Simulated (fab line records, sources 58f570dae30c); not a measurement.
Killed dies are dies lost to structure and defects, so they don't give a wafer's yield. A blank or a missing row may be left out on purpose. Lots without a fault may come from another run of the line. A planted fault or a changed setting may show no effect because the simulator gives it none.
Problem report in the 8D (eight disciplines) form, filled by code | flow berkeley_cmos170 | the parts of the form that need people (team, actions taken, sign-off) are left out

1. THE PROBLEM
oes_product_au at UCB170_SPACER_ETCHBACK_03 reads a mean of 0.807 a.u. on 1 wafer of 1 lot; wafers without a fault read 0.902 a.u. with a standard deviation of 0.018. That is -5.3 standard deviations from the usual mean.
The step: etches SiO2 in CHF3/CF4/Ar, stops on Si, target depth 376 nm, time 100 s.
First seen on wafer L530.2, day 9 23:57, on rie_diel-04. The record holds 39 wafers of 13 lots with a number at this step. Rule for "out", or "out of limits": more than 4 standard deviations from the usual mean. The other wafers with a number count as sound.

2. WHAT IT IS AND WHAT IT IS NOT
question                    | is               | is not
which readings at this step | oes_product_au   | drypump_motor_current_A, throttle_valve_pct
which lots                  | L530             | L514, L515, L517, L518, L519, L520, L521, L522, L523, L524, L535, L536
which wafers of those lots  | L530.2           | L530.1, L530.6
read on which tools         | rie_diel-04      | rie_diel-01, rie_diel-03
when                        | from day 9 23:57 | up to then (32 sound wafers); but 6 sound wafers of L535, L536 came after

3. SUSPECTS, AND WHAT RULES EACH OUT
Counting: a tool at a process step up to the reading stays a suspect if it ran every lot that is out. Sound lots after the first of them don't rule it out here, since some wafers of a struck lot are sound.
- rie_diel-04 at UCB170_SPACER_ETCHBACK_03 (etches SiO2 in CHF3/CF4/Ar, stops on Si, target depth 376 nm, time 100 s): kept. It ran the lot that is out, L530 (day 9 23:57); its last sound lot up to then is L524 (day 8 18:50). Its own readings are out on those wafers: oes_product_au.
- Within rie_diel-04 at UCB170_SPACER_ETCHBACK_03: the wafers that are out ran in chamber 0; their sound lot-mates ran in chamber 1.
Left after counting: rie_diel-04 at UCB170_SPACER_ETCHBACK_03.

4. THE CAUSE (what the simulator had put in)
Process parameter drift: rie_diel-04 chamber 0, from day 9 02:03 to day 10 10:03, at UCB170_SPACER_ETCHBACK_03. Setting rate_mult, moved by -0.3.
Counting left only this tool.

5. THE CHAIN OF EFFECTS, in route order
Each row: a reading whose mean over the struck wafers that have a number lies more than 3 standard deviations from the usual. Only readings for which the record gives a usual standard deviation are gone through. hours: the time from each lot's start at the first step in this table that gives one to its start at this step, as a median over the lots. sigmas: the change in usual standard deviations.
hours | step                      | reading        | usual      | on struck wafers | change | sigmas
0     | UCB170_SPACER_ETCHBACK_03 | oes_product_au | 0.902 a.u. | 0.807            | -0.095 | -5.3
The process steps in it:
- UCB170_SPACER_ETCHBACK_03: etches SiO2 in CHF3/CF4/Ar, stops on Si, target depth 376 nm, time 100 s.

6. WHAT WOULD HAVE CAUGHT IT SOONER
In this record the first reading out of limits was taken at day 9 23:57, 22 hours after the fault began at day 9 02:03.
